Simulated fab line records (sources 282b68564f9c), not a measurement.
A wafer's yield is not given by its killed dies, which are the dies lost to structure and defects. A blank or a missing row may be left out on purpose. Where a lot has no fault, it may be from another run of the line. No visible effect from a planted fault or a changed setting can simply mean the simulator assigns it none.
fab line records ; flow rit_cmos
[record] lots = 6; wafers = 18; last_day = 7
route steps=202 shown PLDD@121 SPACER@125 NSD@131 M1@202
lots that met no fault: taken from a fault-free run of the same line
start_h: start of the lot's first displayed wafer, in hours after the record's first day ; wait_h: hours since the lot's step before ; " repeats the value in the row above ; L1.1+2: one row covering several wafers at once ; - no value, or no start given ; * or withheld: withheld ; < > ~ a bound
route shown NAME@n: a module of which the file shows steps, and the number in the route of the first ; usual: average and standard deviation across the fault-free wafers ; same: alike in all rows ; chamber/n: place in a boat ; sites: readings site by site ; _std_site: their standard deviation ; _edge_site: the outer-site mean with the inner-site mean subtracted ; radius_mm: how far each site lies from the wafer's centre ; mask NAME#n: copy n ; behind: tool/chamber where the wafer was last shaped ; hold: what put the lot on hold/how long, in hours/how the hold closed ; device: whichever transistor did not switch (one of n, p or np) ; end of line: the route-end tests of the same wafers ; a step with no rows: only its recipe ; killed: the dies lost at the first sort to structure and to defects; this is not the yield of the wafer ; map: dies across one wafer; x = killed, . = not, _ = none there
set.NAME: the setting as run; set.NAME@STEP: as run at that earlier step ; model.NAME: the simulator's own value behind a step, which no gauge read
lots seen at some steps along the route; tables by step, rows by wafer
services: a tool's chamber out of use, with start hour (start_h, from the record's first day; less than 0 if before it), hours out, and reason
[[steps]]
[step RIT_PLDD_HARDBAKE_07]
[recipe] resist = NOVOLAK; temp_c = 140; time_s = 60
[step RIT_PLDD_IMPLANT_08]
[recipe] species = BF2; energy_kev = 20; dose_cm2 = 9e+14; tilt_deg = 7
[step RIT_PLDD_STRIP_09]
[recipe] chemistry = O2; time_s = 180; resist = NOVOLAK; platen_temp_c = withheld; power_w = 500; pressure_mtorr = 4000; o2_flow_sccm = 4000
[usual] drypump_motor_current_A = 6.18/0.29; o2_flow_sccm = 3999/13
[same] time_s = 180
lot.wafer;tool;chamber;start_h;wait_h;drypump_motor_current_A;o2_flow_sccm;rf_hours_counter_h
L316.1;plasma_asher-02;1;62.41;0.1;6.49;4009;43
L316.4;plasma_asher-02;1;62.41;0.1;6.51;4009;-
L316.5;plasma_asher-02;0;62.41;0.1;6.36;3980;-
L324.3;plasma_asher-04;0;97.91;0.1;5.85;4001;-
L324.4;plasma_asher-04;1;97.91;0.1;5.56;3999;-
L324.5;plasma_asher-04;1;97.91;0.1;5.56;4015;-
L326.2;plasma_asher-02;0;108.08;0.1;6.38;4009;49
L326.3;plasma_asher-02;0;108.08;0.1;6.38;4011;-
L326.4;plasma_asher-02;1;108.08;0.1;6.50;3994;-
L332.3;plasma_asher-03;0;133.36;0.1;6.08;3992;-
L332.5;plasma_asher-03;1;133.36;0.1;6.32;4012;-
L332.6;plasma_asher-03;0;133.36;0.1;6.08;4010;-
L334.3;plasma_asher-03;1;143.27;0.1;6.29;4015;-
L334.4;plasma_asher-03;0;143.27;0.1;6.05;3994;-
L334.6;plasma_asher-03;0;143.27;0.1;6.07;3994;-
L335.2;plasma_asher-02;0;146.92;0.1;6.39;3996;3
L335.3;plasma_asher-02;0;146.92;0.1;6.39;4014;-
L335.5;plasma_asher-02;0;146.92;0.1;6.41;3999;-
[step RIT_PLDD_TW_MEAS_10]
[usual] PLDD_TW = 2352/24
lot.wafer;tool;chamber;start_h;wait_h;PLDD_TW
L316.1;film_metro-03;-;62.58;0.1;2368
L316.4;film_metro-03;-;62.58;0.1;2376
L316.5;film_metro-03;-;62.58;0.1;2365
L324.3;film_metro-02;-;98.05;0.1;2371
L324.4;film_metro-02;-;98.05;0.1;2360
L324.5;film_metro-02;-;98.05;0.1;2369
L326.2;film_metro-03;-;108.27;0.1;2364
L326.3;film_metro-03;-;108.27;0.1;2362
L326.4;film_metro-03;-;108.27;0.1;2367
L332.3;film_metro-03;-;133.49;0.1;2384
L332.5;film_metro-03;-;133.49;0.1;2369
L332.6;film_metro-03;-;133.49;0.1;2371
L334.3;film_metro-02;-;143.41;0.1;2385
L334.4;film_metro-02;-;143.41;0.1;2369
L334.6;film_metro-02;-;143.41;0.1;2388
L335.2;film_metro-02;-;147.11;0.1;2381
L335.3;film_metro-02;-;147.11;0.1;2384
L335.5;film_metro-02;-;147.11;0.1;2380
[step RIT_SPACER_CLEAN_00]
[recipe] chemistry = SC1; mix = 3:3:50; time_s = 600; temp_c = 75
[step RIT_SPACER_CLEAN_01]
[recipe] chemistry = dHF; dilution = 50:1; time_s = 30
[step RIT_SPACER_CLEAN_02]
[recipe] chemistry = SC2; mix = 3:3:50; time_s = 600; temp_c = 75; dry = n2_spin
[step RIT_SPACER_CVD_03]
[recipe] material = Si3N4; target_thk_nm = 250; temp_c = 810; precursor = SiH2Cl2/NH3; time_s = 3300; pressure_mtorr = 300; sih2cl2_flow_sccm = 60; nh3_flow_sccm = 150
[step RIT_SPACER_THK_MEAS_04]
[recipe] reads = Si3N4_of_SPACER_CVD_03
[usual] SPACER_NITRIDE_THK = 249.1/2.2
lot.wafer;tool;chamber;start_h;wait_h;SPACER_NITRIDE_THK[nm]
L316.1;film_metro-01;-;65.15;0.0;248.4
L316.4;film_metro-01;-;65.15;0.0;249.7
L316.5;film_metro-01;-;65.15;0.0;249.2
L324.3;film_metro-04;-;100.40;0.0;250.6
L324.4;film_metro-04;-;100.40;0.0;250.5
L324.5;film_metro-04;-;100.40;0.0;250.7
L326.2;film_metro-02;-;110.63;0.0;249.0
L326.3;film_metro-02;-;110.63;0.0;248.8
L326.4;film_metro-02;-;110.63;0.0;247.0
L332.3;film_metro-02;-;136.49;0.0;246.0
L332.5;film_metro-02;-;136.49;0.0;247.0
L332.6;film_metro-02;-;136.49;0.0;246.7
L334.3;film_metro-01;-;145.97;0.0;247.2
L334.4;film_metro-01;-;145.97;0.0;249.5
L334.6;film_metro-01;-;145.97;0.0;248.6
L335.2;film_metro-02;-;149.45;0.0;251.7
L335.3;film_metro-02;-;149.45;0.0;250.0
L335.5;film_metro-02;-;149.45;0.0;250.0
[step RIT_SPACER_ETCHBACK_05]
[recipe] target_depth_a = 2500; SF6_flow_sccm = 30; CHF3_flow_sccm = 30; target = Si3N4; chemistry = SF6/CHF3; pressure_mtorr = 40; rf_w = 250; time_s = 240; stop_on = SiO2
[usual] drypump_motor_current_A = 5.5/0.34; oes_product_au = 0.845/0.02; throttle_valve_pct = 10.27/0.11
[same] time_s = 240
lot.wafer;tool;chamber;start_h;wait_h;drypump_motor_current_A;oes_product_au;rf_hours_counter_h;throttle_valve_pct
L316.1;rie_diel-04;1;65.21;0.1;5.9;0.816;0;10.41
L316.4;rie_diel-04;2;65.21;0.1;5.4;0.820;18;10.26
L316.5;rie_diel-04;3;65.21;0.1;4.8;0.858;-;10.29
L324.3;rie_diel-04;1;100.44;0.0;5.9;0.832;1;10.40
L324.4;rie_diel-04;1;100.44;0.0;5.9;0.824;-;10.41
L324.5;rie_diel-04;0;100.44;0.0;5.2;0.865;-;10.23
L326.2;rie_diel-02;1;110.68;0.0;5.7;0.876;59;10.32
L326.3;rie_diel-02;0;110.68;0.0;5.6;0.846;9;10.01
L326.4;rie_diel-02;3;110.68;0.0;5.6;0.825;0;10.29
L332.3;rie_diel-04;2;136.53;0.0;5.4;0.820;20;10.28
L332.5;rie_diel-04;3;136.53;0.0;4.8;0.813;-;10.33
L332.6;rie_diel-04;0;136.53;0.0;5.2;0.858;-;10.23
L334.3;rie_diel-02;1;146.01;0.0;5.8;0.867;60;10.34
L334.4;rie_diel-02;0;146.01;0.0;5.7;0.843;10;10.02
L334.6;rie_diel-02;0;146.01;0.0;5.6;0.837;-;10.02
L335.2;rie_diel-01;0;149.50;0.0;5.1;0.867;1;10.27
L335.3;rie_diel-01;1;149.50;0.0;5.5;0.827;120;10.34
L335.5;rie_diel-01;2;149.50;0.0;5.4;0.847;-;10.14
[step RIT_NSD_HMDS_00]
[recipe] prime_time_s = 60; prime_temp_c = 140
[step RIT_NSD_COAT_01]
[recipe] resist = NOVOLAK; spin_rpm = 3250; resist_thk_nm = 1000
[step RIT_NSD_SOFTBAKE_02]
[recipe] resist = NOVOLAK; temp_c = 90; time_s = 62.74
[usual] heater_power_total_W = 34.62/0.049; plate_sensor_t_centre_C = 90.969/0.011; plate_sensor_t_edge_C = 91.021/0.011
[same] time_s = 62.74
lot.wafer;tool;chamber;start_h;wait_h;heater_power_total_W;plate_sensor_t_centre_C;plate_sensor_t_edge_C
L316.1;litho_track-04;0;65.81;0.1;34.64;90.986;91.012
L316.4;litho_track-04;0;65.81;0.1;34.60;90.965;91.005
L316.5;litho_track-04;0;65.81;0.1;34.65;90.959;91.006
L324.3;litho_track-04;0;100.94;0.1;32.19;86.344;86.397
L324.4;litho_track-04;0;100.94;0.1;32.18;86.361;86.385
L324.5;litho_track-04;0;100.94;0.1;32.14;86.350;86.372
L326.2;litho_track-04;0;111.15;0.1;32.22;86.368;86.385
L326.3;litho_track-04;0;111.15;0.1;32.19;86.358;86.403
L326.4;litho_track-04;0;111.15;0.1;32.15;86.336;86.410
L332.3;litho_track-02;0;137.03;0.1;34.62;90.982;91.004
L332.5;litho_track-02;0;137.03;0.1;34.70;90.965;91.030
L332.6;litho_track-02;0;137.03;0.1;34.67;90.972;91.031
L334.3;litho_track-03;0;146.51;0.1;34.61;90.951;91.025
L334.4;litho_track-03;0;146.51;0.1;34.63;90.971;91.020
L334.6;litho_track-03;0;146.51;0.1;34.64;90.976;91.031
L335.2;litho_track-03;0;149.98;0.1;34.62;90.990;91.019
L335.3;litho_track-03;0;149.98;0.1;34.65;90.975;91.018
L335.5;litho_track-03;0;149.98;0.1;34.69;90.975;91.025
[step RIT_NSD_EXPOSE_03]
[recipe] mask_id = M9; na = 0.57; target_cd_nm = 40700; dose_mj = 250
[step RIT_NSD_PEB_04]
[recipe] resist = NOVOLAK; temp_c = withheld; time_s = withheld
[step RIT_NSD_DEVELOP_05]
[recipe] resist = NOVOLAK; develop_time_s = 50; dev_temp_c = 23
lot.wafer;tool;chamber;start_h;wait_h;model.NOVOLAK_of_NSD_COAT_01.thk_nm
L316.1+4;litho_track-04;0;-;-;1001
L316.5;litho_track-04;0;-;-;1002
L324.3;litho_track-02;0;-;-;1011
L324.4;litho_track-02;0;-;-;1014
L324.5;litho_track-02;0;-;-;1016
L326.2;litho_track-04;0;-;-;1011
L326.3;litho_track-04;0;-;-;1007
L326.4;litho_track-04;0;-;-;1010
L332.3+6;litho_track-04;0;-;-;1001
L332.5;litho_track-04;0;-;-;1003
L334.3+6;litho_track-03;0;-;-;1001
L334.4;litho_track-03;0;-;-;1004
L335.2;litho_track-03;0;-;-;999
L335.3;litho_track-03;0;-;-;997
L335.5;litho_track-03;0;-;-;996.8
[step RIT_NSD_OVL_MEAS_06]
[usual] NSD_OVL = 1.6/1
lot.wafer;tool;chamber;start_h;wait_h;NSD_OVL[nm]
L316.1;overlay-01;-;66.49;-;2.1
L316.4;overlay-01;-;66.49;-;1.5
L316.5;overlay-01;-;66.49;-;2.8
L324.3;overlay-01;-;101.52;-;0.9
L324.4;overlay-01;-;101.52;-;1.3
L324.5;overlay-01;-;101.52;-;1.0
L326.2;overlay-02;-;111.68;-;2.5
L326.3;overlay-02;-;111.68;-;1.6
L326.4;overlay-02;-;111.68;-;2.4
L332.3;overlay-02;-;137.54;-;2.1
L332.5;overlay-02;-;137.54;-;0.1
L332.6;overlay-02;-;137.54;-;1.5
L334.3;overlay-02;-;147.02;-;1.2
L334.4;overlay-02;-;147.02;-;3.3
L334.6;overlay-02;-;147.02;-;2.5
L335.2;overlay-01;-;150.63;-;2.0
L335.3;overlay-01;-;150.63;-;2.4
L335.5;overlay-01;-;150.63;-;2.8
[step RIT_M1_PROBE_99]
[usual] killed_at_contacts = 0.1/0.24; killed_at_front_end = 7/3.2; killed_dies = 7/3.2; killed_open = 3.4/2; killed_short = 3.5/2.2
[same] gross_dies = 264; killed_at_M0_to_M3 = 0; killed_at_M4_up = 0; killed_at_back_side = 0; killed_at_other = 0
lot.wafer;tool;chamber;start_h;wait_h;killed_at_contacts;killed_at_front_end;killed_dies;killed_open;killed_short
L316.1;prober-02;-;77.81;0.1;0;9;9;5;4
L316.4;prober-02;-;77.96;0.2;1;3;4;3;1
L316.5;prober-02;-;78.01;0.2;0;10;10;5;5
L324.3;prober-01;-;111.84;0.2;0;9;9;3;6
L324.4;prober-01;-;111.89;0.2;0;11;11;3;8
L324.5;prober-01;-;111.94;0.2;0;7;7;2;5
L326.2;prober-01;-;121.94;0.1;0;13;13;3;10
L326.3;prober-01;-;121.99;0.2;0;10;10;3;7
L326.4;prober-01;-;122.04;0.2;0;6;6;2;4
L334.3;prober-01;-;157.54;0.2;0;6;6;5;1
L334.4;prober-01;-;157.59;0.2;0;6;6;6;0
L334.6;prober-01;-;157.69;0.2;0;4;4;2;2
L335.2;prober-02;-;160.72;0.1;0;8;8;3;5
L335.3;prober-02;-;160.77;0.2;0;7;7;3;4
L335.5;prober-02;-;160.87;0.2;0;7;7;4;3
// killed by level:class
L316.1 SILICIDE:geometric_particle:open=2 FOX1:geometric_particle:open=1 FOX2:geometric_particle:short=1 GATE:geometric_particle:open=1 GATE:geometric_particle:short=1 REOX:geometric_particle:open=1 SPACER:geometric_particle:short=1 SILICIDE:geometric_particle:short=1
L316.4 FOX2:geometric_particle:open=1 REOX:geometric_particle:open=1 SILICIDE:geometric_particle:open=1 CONTACT:geometric_particle:short=1
L316.5 FOX1:geometric_particle:short=2 GATE:geometric_particle:open=2 REOX:geometric_particle:open=2 SPACER:geometric_particle:short=2 FOX1:geometric_particle:open=1 SILICIDE:geometric_particle:short=1
L324.3 GATE:geometric_particle:short=4 GATE:geometric_particle:open=2 FOX1:geometric_particle:short=1 REOX:geometric_particle:short=1 REOX:geometric_particle:open=1
L324.4 GATE:geometric_particle:short=6 GATE:geometric_particle:open=2 ACTIVE:geometric_particle:open=1 FOX1:geometric_particle:short=1 SILICIDE:geometric_particle:short=1
L324.5 GATE:geometric_particle:short=2 GATE:geometric_particle:open=2 SILICIDE:geometric_particle:short=2 REOX:geometric_particle:short=1
L326.2 FOX1:geometric_particle:short=3 GATE:geometric_particle:short=3 GATE:geometric_particle:open=2 REOX:geometric_particle:short=2 SPACER:geometric_particle:short=2 FOX1:geometric_particle:open=1
L326.3 GATE:geometric_particle:short=3 SPACER:geometric_particle:short=2 FOX1:geometric_particle:short=1 FOX1:geometric_particle:open=1 GATE:geometric_particle:open=1 SPACER:geometric_particle:open=1 SILICIDE:geometric_particle:short=1
L326.4 GATE:geometric_particle:short=2 FOX1:geometric_particle:short=1 FOX1:geometric_particle:open=1 FOX2:geometric_particle:open=1 SILICIDE:geometric_particle:short=1
L334.3 SILICIDE:geometric_particle:open=3 FOX1:geometric_particle:short=1 GATE:geometric_particle:open=1 REOX:geometric_particle:open=1
L334.4 FOX1:geometric_particle:open=2 GATE:geometric_particle:open=2 FOX2:geometric_particle:open=1 SPACER:geometric_particle:open=1
L334.6 FOX1:geometric_particle:short=1 FOX2:geometric_particle:open=1 GATE:geometric_particle:short=1 REOX:geometric_particle:open=1
L335.2 FOX2:geometric_particle:short=2 FOX2:geometric_particle:open=2 SPACER:geometric_particle:short=2 REOX:geometric_particle:short=1 SPACER:geometric_particle:open=1
L335.3 SPACER:geometric_particle:short=2 FOX1:geometric_particle:open=1 FOX2:geometric_particle:short=1 GATE:geometric_particle:short=1 GATE:geometric_particle:open=1 REOX:geometric_particle:open=1
L335.5 FOX2:geometric_particle:open=2 FOX1:geometric_particle:short=1 GATE:geometric_particle:short=1 REOX:geometric_particle:open=1 SPACER:geometric_particle:short=1 SPACER:geometric_particle:open=1
[[services]]
tool;chamber;start_h;hours;kind
plasma_asher-04;-;46.63;28.1;pm
rie_diel-01;1;57.88;3.0;repair
rie_diel-01;-;73.33;0.3;repair
rie_diel-01;0;73.67;9.9;repair
rie_diel-02;3;74.08;-;clean
rie_diel-02;3;74.08;22.9;scheduled_down
rie_diel-02;3;74.08;22.9;vent_cycle
rie_diel-04;3;77.15;7.1;repair
plasma_asher-04;-;86.48;2.8;pm
rie_diel-04;3;91.80;-;clean
rie_diel-04;3;91.80;19.7;scheduled_down
rie_diel-04;3;91.80;19.7;vent_cycle
rie_diel-01;0;93.09;1.9;repair
rie_diel-02;0;97.91;5.5;repair
rie_diel-02;-;104.93;0.2;repair
plasma_asher-02;-;108.75;9.0;pm
plasma_asher-02;0;108.75;9.0;vent_cycle
plasma_asher-02;1;108.75;9.0;vent_cycle
rie_diel-01;-;110.66;0.4;repair
plasma_asher-02;0;117.75;-;clean
plasma_asher-02;1;117.75;-;clean
plasma_asher-03;-;121.60;2.2;repair
rie_diel-01;1;137.16;9.8;repair
rie_diel-01;0;144.17;3.2;repair
[[key]]
[first_sign] step = RIT_NSD_SOFTBAKE_02; reading = plate_sensor_t_edge_C; direction = down; sigmas = 99+; usual = 91.021; struck = 86.392
[effect] step = RIT_NSD_SOFTBAKE_02; reading = plate_sensor_t_centre_C; direction = down; sigmas = 99+; usual = 90.969; struck = 86.353
[model_effect] step = RIT_NSD_DEVELOP_05; value = NOVOLAK_of_NSD_COAT_01.thk_nm; without = 998.8; struck = 1011
met_at RIT_NSD_SOFTBAKE_02
struck_wafers L324.3,L324.4,L324.5,L326.2,L326.3,L326.4
tester_left_out L324,L326
onset_between 65.81 100.94
[fault] kind = process_parameter_drift; tool = litho_track-04; chamber = -; onset_h = 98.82; steps = RIT_NSD_SOFTBAKE_02; channel = temp_c; offset = *; shape = step; end_h = 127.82; acts_in = *; stated = *
// tester_left_out: of these lots the tester's yield and bins aren't shown, on N5 and GAA mostly nor the transistor test; their killed dies are dies lost to structure and defects alone, not to doping, threshold or leakage, so they don't give the yield
